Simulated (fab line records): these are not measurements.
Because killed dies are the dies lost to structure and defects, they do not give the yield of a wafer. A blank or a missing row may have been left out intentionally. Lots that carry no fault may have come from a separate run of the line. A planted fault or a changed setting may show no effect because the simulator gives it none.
8D (eight disciplines) problem report, filled in by code -- flow rit-cmos -- the parts of the form that need people (team, actions taken, sign-off) are left out

== 1. WHAT WENT WRONG ==
spin-speed-rpm at RIT_NWELL_COAT_01 reads a mean of 1439.2 rpm on 6 wafers of 2 lots; wafers without a fault read 2000.3 rpm with a standard deviation of 1.1. That is -99 or more standard deviations from the usual mean.
The step: resist thk 1300 nm.
Seen first at day 4 13:49 on litho-track-03, wafer L135.2. Wafers with a number at this step in the record: 42, from 14 lots. Rule for "out", or "out of limits": more than 4 standard deviations from the usual mean. The other wafers with a number count as sound.

== 2. WHAT THIS IS AND IS NOT ==
question,is,is not
which readings at this step,spin-speed-rpm,exhaust-pa
which lots,"L135, L136","L122, L123, L124, L125, L126, L131, L137, L138, L139, L140, L142, L144"
which wafers of those lots,all that have a number,-
read on which tools,litho-track-03,"litho-track-02, litho-track-04"
when,from day 4 13:49,"up to then (18 sound wafers); but 18 sound wafers of L137, L138, L139, L140, L142, L144 came after"

== 3. WHAT RULES OUT EACH SUSPECT ==
Counting: a tool stays on the suspect list if, at a process step up to the reading, it processed all lots that are out and no sound lot following the first of them.
- litho-track-03 at RIT_NWELL_COAT_01 (resist thk 1300 nm): kept. It ran every lot that is out, first L135 (day 4 13:49), and no sound lot after that; its last sound lot up to then is L131 (day 3 18:09). On those wafers its own readings are out: spin-speed-rpm.
Left after counting: litho-track-03 at RIT_NWELL_COAT_01.

== 4. THE CAUSE (what the simulator had put in) ==
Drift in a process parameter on litho-track-03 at RIT_NWELL_COAT_01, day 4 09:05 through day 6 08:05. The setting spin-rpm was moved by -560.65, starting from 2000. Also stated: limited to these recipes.
Counting left only this tool.

== 5. THE CHAIN OF EFFECTS, in route order ==
Rows list readings where the struck wafers' mean (over those with a number) sits beyond 3 standard deviations from the usual. Scope: only readings with a usual standard deviation given in the record; hours: median across lots of the time from each lot's start at the first step in this table that gives one to its start at this step; sigmas: change in usual standard deviations.
hours,step,reading,usual,on struck wafers,change,sigmas
0,RIT_NWELL_COAT_01,spin-speed-rpm,2000.3 rpm,1439.2,-561.1,-99 or more
Here are the process steps it includes:
- RIT_NWELL_COAT_01: resist thk 1300 nm.
Later steps that measure or inspect, where all struck wafers having a row at the step show a number for every such reading and not one has moved that far: RIT_NRETRO_TW_MEAS_10, RIT_CONTACT_CD_MEAS_08.

== 6. HOW IT WOULD HAVE BEEN CAUGHT EARLIER ==
5 hours passed between the start of the fault at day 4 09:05 and the first reading out of limits in this record, taken at day 4 13:49.
